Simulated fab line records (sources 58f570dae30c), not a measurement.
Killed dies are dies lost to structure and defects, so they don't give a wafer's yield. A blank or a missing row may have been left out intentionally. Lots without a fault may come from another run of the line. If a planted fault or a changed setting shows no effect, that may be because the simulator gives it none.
What tool caused it? / flow berkeley_cmos170 / 39 wafers from 13 lots sampled at 2 of the route's 331 steps

== WHAT THE GAUGES READ, wafer by wafer ==
UCB170_GATE_CD_MEAS_12: target cd 350 nm. Usual: cd_nm reads 350.4 nm (standard deviation 1.2).
lot=L148; measured=day 7 12:43; on=cd_sem-02; cd_nm (nm)=350.3 350.9 349.8; flag=
lot=L147; measured=day 7 13:00; on=cd_sem-01; cd_nm (nm)=349.1 349.7 349.0; flag=
lot=L144; measured=day 7 13:17; on=cd_sem-02; cd_nm (nm)=351.9 351.2 351.0; flag=
lot=L150; measured=day 8 12:03; on=cd_sem-01; cd_nm (nm)=374.8 373.9 376.1; flag=OFF
lot=L158; measured=day 10 00:44; on=cd_sem-02; cd_nm (nm)=350.4 350.4 350.2; flag=
lot=L159; measured=day 10 00:58; on=cd_sem-02; cd_nm (nm)=350.4 350.2 351.0; flag=
lot=L160; measured=day 10 15:02; on=cd_sem-02; cd_nm (nm)=348.7 349.6 348.2; flag=
lot=L161; measured=day 11 01:52; on=cd_sem-01; cd_nm (nm)=350.0 351.2 350.7; flag=
lot=L162; measured=day 11 02:11; on=cd_sem-01; cd_nm (nm)=348.4 349.1 349.0; flag=
lot=L165; measured=day 11 07:54; on=cd_sem-02; cd_nm (nm)=349.6 348.7 349.4; flag=
lot=L164; measured=day 11 08:07; on=cd_sem-02; cd_nm (nm)=352.0 351.3 350.6; flag=
lot=L167; measured=day 11 22:29; on=cd_sem-02; cd_nm (nm)=349.3 348.8 349.2; flag=
lot=L166; measured=day 11 22:54; on=cd_sem-01; cd_nm (nm)=349.8 349.7 350.5; flag=

== WHAT TOOL EACH LOT RAN ON (gives the tool, then ch and the chambers of the sampled wafers, and finally the start) ==
lot=L148; UCB170_GATE_EXPOSE_09=krf_scanner-02 ch 0, day 7 12:00
lot=L147; UCB170_GATE_EXPOSE_09=krf_scanner-02 ch 0, day 7 12:36
lot=L144; UCB170_GATE_EXPOSE_09=krf_scanner-02 ch 0, day 7 12:45
lot=L150; UCB170_GATE_EXPOSE_09=krf_scanner-02 ch 0, day 8 11:40
lot=L158; UCB170_GATE_EXPOSE_09=krf_scanner-02 ch 0, day 10 00:02
lot=L159; UCB170_GATE_EXPOSE_09=krf_scanner-01 ch 0, day 10 00:21
lot=L160; UCB170_GATE_EXPOSE_09=krf_scanner-01 ch 0, day 10 14:19
lot=L161; UCB170_GATE_EXPOSE_09=krf_scanner-02 ch 0, day 11 01:28
lot=L162; UCB170_GATE_EXPOSE_09=krf_scanner-01 ch 0, day 11 01:45
lot=L165; UCB170_GATE_EXPOSE_09=krf_scanner-02 ch 0, day 11 07:28
lot=L164; UCB170_GATE_EXPOSE_09=krf_scanner-01 ch 0, day 11 07:44
lot=L167; UCB170_GATE_EXPOSE_09=krf_scanner-01 ch 0, day 11 22:05
lot=L166; UCB170_GATE_EXPOSE_09=krf_scanner-02 ch 0, day 11 22:31
- UCB170_GATE_EXPOSE_09: exposes mask POLY, target cd 350 nm.

== AS READ BY THE TOOLS THEMSELVES (means over the sampled wafers that have a number; for cases with no such wafer, the mark the record gives instead) ==
UCB170_GATE_EXPOSE_09. Usual: focus_offset_nm reads 0.0 nm (standard deviation 0.56).
lot=L148; tool=krf_scanner-02; focus_offset_nm (nm)=-0.4; flag=
lot=L147; tool=krf_scanner-02; focus_offset_nm (nm)=0.4; flag=
lot=L144; tool=krf_scanner-02; focus_offset_nm (nm)=0.2; flag=
lot=L150; tool=krf_scanner-02; focus_offset_nm (nm)=0.6; flag=
lot=L158; tool=krf_scanner-02; focus_offset_nm (nm)=-0.7; flag=
lot=L159; tool=krf_scanner-01; focus_offset_nm (nm)=-0.7; flag=
lot=L160; tool=krf_scanner-01; focus_offset_nm (nm)=0.6; flag=
lot=L161; tool=krf_scanner-02; focus_offset_nm (nm)=-0.5; flag=
lot=L162; tool=krf_scanner-01; focus_offset_nm (nm)=-0.5; flag=
lot=L165; tool=krf_scanner-02; focus_offset_nm (nm)=0.1; flag=
lot=L164; tool=krf_scanner-01; focus_offset_nm (nm)=0.0; flag=
lot=L167; tool=krf_scanner-01; focus_offset_nm (nm)=-0.7; flag=
lot=L166; tool=krf_scanner-02; focus_offset_nm (nm)=-0.2; flag=

== THE ANSWER, worked out from the rows above alone ==
Rule: a lot counts as off when the mean over its wafers that have a number is more than 3 standard deviations away from the usual mean. Also off: a lot with no number at a reading for which 4 or more lots have one. Where the step has rows for the other lots, those lots are counted as sound. The gauges are gone through in route order, then the tools' own readings, and for those a lot's mean is taken as printed above. The first step at which some lot is off is used, and at that step the reading that is off furthest; a lot without a number counts as furthest.
Off at UCB170_GATE_CD_MEAS_12 (cd_nm): L150.
A tool fits if, at a process step before that reading, it ran every lot that is off, and no sound lot after the first of them. Those tools and the gauges at UCB170_GATE_CD_MEAS_12 are tried in the same way. Not one of the candidates tried fits.

== WHAT THE SIMULATOR HAD INSERTED ==
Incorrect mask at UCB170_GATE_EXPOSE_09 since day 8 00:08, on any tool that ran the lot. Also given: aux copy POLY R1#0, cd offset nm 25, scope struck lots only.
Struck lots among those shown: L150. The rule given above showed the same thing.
